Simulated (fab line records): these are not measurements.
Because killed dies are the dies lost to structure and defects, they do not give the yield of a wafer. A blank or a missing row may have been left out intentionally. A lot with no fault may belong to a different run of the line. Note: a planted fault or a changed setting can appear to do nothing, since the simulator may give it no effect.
Split-lot experiment | flow rit-cmos | 23 wafers read from 5 lots, route of 202 steps

== ON THE SPLIT ==
At RIT_PLDD_SOFTBAKE_02 (time 60 s), the setting temp-c was moved away from the recipe's 90 C on 10 of the 23 wafers read, by -3.8% to +2.7%. This setting was run at the recipe's value on the other wafers.

== FROM THE SPLIT TO THE READING: what the file shows between them, 2 steps ==
- RIT_PLDD_EXPOSE_03: exposes mask M8, target cd 40900 nm
- RIT_PLDD_PEB_04

== THE READING ==
NOVOLAK_of_PLDD_COAT_01.thk-nm (the simulator's own value, which no gauge read), in nm, at RIT_PLDD_DEVELOP_05 (develop time 50 s). There is no usual value for it anywhere in the file. Here, 13 wafers ran the recipe; their average is 997.9 nm with a standard deviation of 2.5 nm.

wafer  | tool, chamber at the split | temp-c as run, C | against the recipe | NOVOLAK_of_PLDD_COAT_01.thk-nm, nm | against lot-mates on the recipe
L074.1 | litho-track-02, 0          | 90               | recipe             | 996.3                              | -
L074.2 | litho-track-02, 0          | 92.45            | +2.7%              | 991                                | -5.8
L074.3 | litho-track-02, 0          | 90               | recipe             | 997.2                              | -
L074.4 | litho-track-02, 0          | 92.45            | +2.7%              | 994.2                              | -2.5
L074.5 | litho-track-02, 0          | 92.45            | +2.7%              | 990.5                              | -6.2
L075.1 | litho-track-04, 0          | 86.55            | -3.8%              | 1014                               | +12.5
L075.2 | litho-track-04, 0          | 90               | recipe             | 1000                               | -
L075.4 | litho-track-04, 0          | 86.55            | -3.8%              | 1013                               | +11.5
L075.5 | litho-track-04, 0          | 86.55            | -3.8%              | 1013                               | +11.5
L075.6 | litho-track-04, 0          | 90               | recipe             | 1003                               | -
L076.2 | litho-track-02, 0          | 90               | recipe             | 994.8                              | -
L076.3 | litho-track-02, 0          | 88.54            | -1.6%              | 999.5                              | +5.0
L076.4 | litho-track-02, 0          | 90               | recipe             | 993.4                              | -
L076.5 | litho-track-02, 0          | 88.54            | -1.6%              | 999.8                              | +5.3
L076.6 | litho-track-02, 0          | 90               | recipe             | 995.2                              | -
L080.1 | litho-track-01, 0          | 90               | recipe             | 999.1                              | -
L080.2 | litho-track-01, 0          | 90               | recipe             | 999.8                              | -
L080.4 | litho-track-01, 0          | 90               | recipe             | 998.3                              | -
L084.1 | litho-track-01, 0          | 91.26            | +1.4%              | 991.9                              | -6.7
L084.2 | litho-track-01, 0          | 90               | recipe             | 997.8                              | -
L084.4 | litho-track-01, 0          | 90               | recipe             | 999.4                              | -
L084.5 | litho-track-01, 0          | 90               | recipe             | 998.7                              | -
L084.6 | litho-track-01, 0          | 91.26            | +1.4%              | 997.1                              | -1.5

FIT RESULTS
A straight line over all 23 wafers: NOVOLAK_of_PLDD_COAT_01.thk-nm changes by -3.17 nm for each +1% of temp-c; r = -0.90; the points scatter about the line by 2.9 nm.
The same after taking each lot's own level away (the mean of its wafers on the recipe; 23 wafers): -2.67 nm for each +1%; r = -0.96; scatter 1.6 nm.
Per that fit: largest temp-c move, reading shift of 10 nm.
The lots' own levels span 994.47 to 1001.50 nm, that is 2.9 times the standard deviation above.
Hence the slope depends on the lot-to-lot level, as the two fits are not the same.
Check: +10.3 nm against its lot-mates is what the line predicts for one of the wafers moved furthest among these (-3.8%) when that wafer is left out of the fit. It came out at +12.5 nm against them.

== OTHER SPLITS ON THESE WAFERS ==
Note: prior to the reading, these wafers also went through further splits. Each is held against what the fit with the lots' levels taken away leaves over:
other split on the same wafers | wafers away from the commonest value | r with NOVOLAK_of_PLDD_COAT_01.thk-nm (lot level and that fit taken away)
RIT_GATE_STRIP_20 o2-flow-sccm | 8                                    | +0.23
RIT_NLDD_COAT_01 spin-rpm      | 6                                    | -0.44
RIT_NLDD_HARDBAKE_07 temp-c    | 8                                    | -0.13

== THE FILE'S OWN FIT ==
NOVOLAK_of_PLDD_COAT_01.thk-nm changes by -2.65 nm for each +1% of temp-c, r = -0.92.
